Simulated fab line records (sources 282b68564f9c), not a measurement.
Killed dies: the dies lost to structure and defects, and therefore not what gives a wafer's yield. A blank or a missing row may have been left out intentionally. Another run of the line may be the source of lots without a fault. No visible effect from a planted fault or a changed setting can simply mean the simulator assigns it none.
Comparing a struck lot with a sound one | flow rit-cmos | 18 out of 202 route steps
Sound: the wafers L776.1, L776.4, L776.6. Wafers struck: L783.1, L783.2, L783.5. The cause comes at the end.
Each step with rows lists, per side, the tool, then ch with its chambers, then its first start. Under that, the readings that differ: sound wafers | struck wafers | difference of the means | sigmas: that difference in standard deviations of wafers without a fault.
alike: words and numbers the same on both sides, and readings whose means are apart by under 2 such deviations; not compared: readings that were withheld, readings missing a value for some wafer, numbers with overlapping values and no deviation given by the record, and bounds like >300 which may hide the same value.
The two part at a step that has a row with sigmas, a row that says differs or no value, or rows on one side only. Numbers that don't overlap but have no deviation are shown without sigmas and don't part them. A reading that every wafer of one side lacks parts them only if that side has two wafers or more.

first, 1 step without rows for these wafers: RIT_GATE_HARDBAKE_18 (time 60 s).
RIT_GATE_ETCH_19: etches poly-Si in SF6/CHF3/O2, stops on SiO2, time 165 s, target depth 312.5 nm.
  sound on rie-si-01 ch 0,1,3, day 4 01:01; struck on rie-si-01 ch 0,1, day 5 01:53
  alike: drypump-motor-current-A, oes-product-au, throttle-valve-pct
  not compared: rf-hours-counter-h
RIT_GATE_STRIP_20: strips in O2, time 180 s.
  sound on plasma-asher-03 ch 0,1, day 4 01:07; struck on plasma-asher-03 ch 0,1, day 5 01:59
  alike: drypump-motor-current-A
  not compared: rf-hours-counter-h
RIT_GATE_CD_MEAS_90: target cd 150 nm.
  sound: cd-sem-02 at day 4 01:17; struck: cd-sem-02 at day 5 02:10
  alike: cd-nm
then, 4 steps without rows for these wafers: RIT_REOX_CLEAN_00 (cleans in SC1, time 600 s); RIT_REOX_CLEAN_01 (cleans in dHF, time 30 s); RIT_REOX_CLEAN_02 (cleans in SC2, time 600 s); RIT_REOX_OXIDATION_03 (target thk 25.2 nm, ox time 5580 s).
RIT_REOX_THK_MEAS_04:
  sound: film-metro-04 at day 4 05:08; struck: film-metro-04 at day 5 05:42
  alike: REOX_OXIDE_THK
then, 3 steps without rows for these wafers: RIT_NLDD_HMDS_00 (prime time 60 s); RIT_NLDD_COAT_01 (resist thk 1000 nm); RIT_NLDD_SOFTBAKE_02 (time 60 s).
RIT_NLDD_EXPOSE_03: exposes mask M7, target cd 40700 nm.
  sound on iline-stepper-02 ch 0, day 4 06:01; struck on iline-stepper-01 ch 0, day 5 06:20
  reading                      | sound                | struck               | difference | sigmas
  model.NLDD.overlay-x-nm (nm) | -1.316 -1.316 -1.316 | -298.9 -298.9 -298.9 | -297.6     |
  alike: mask
then, 2 steps without rows for these wafers: RIT_NLDD_PEB_04; RIT_NLDD_DEVELOP_05 (develop time 50 s).
RIT_NLDD_OVL_MEAS_06:
  sound: overlay-01 at day 4 06:28; struck: overlay-01 at day 5 06:44
  reading       | sound          | struck               | difference | sigmas
  NLDD_OVL (nm) | -2.6 -2.8 -1.0 | -300.2 -300.9 -298.7 | -297.8     | -99 or more
then, 1 step without rows for these wafers: RIT_NLDD_HARDBAKE_07 (time 60 s).
RIT_M1_PROBE_99:
  sound: prober-02 at day 5 00:11; struck: prober-02 at day 5 22:49
  reading                        | sound          | struck         | difference | sigmas
  model.etest.nldd.width-nm (nm) | 3188 3174 3174 | 2967 2952 2964 | -218       |
  alike: killed-at-front-end, killed-dies, killed-open, killed-short

WHERE THEY PART
At RIT_NLDD_OVL_MEAS_06 and nowhere else, as far as this record goes. Later steps at which nothing parts them and some readings are alike: RIT_M1_PROBE_99.

WHY: the cause the simulator had injected
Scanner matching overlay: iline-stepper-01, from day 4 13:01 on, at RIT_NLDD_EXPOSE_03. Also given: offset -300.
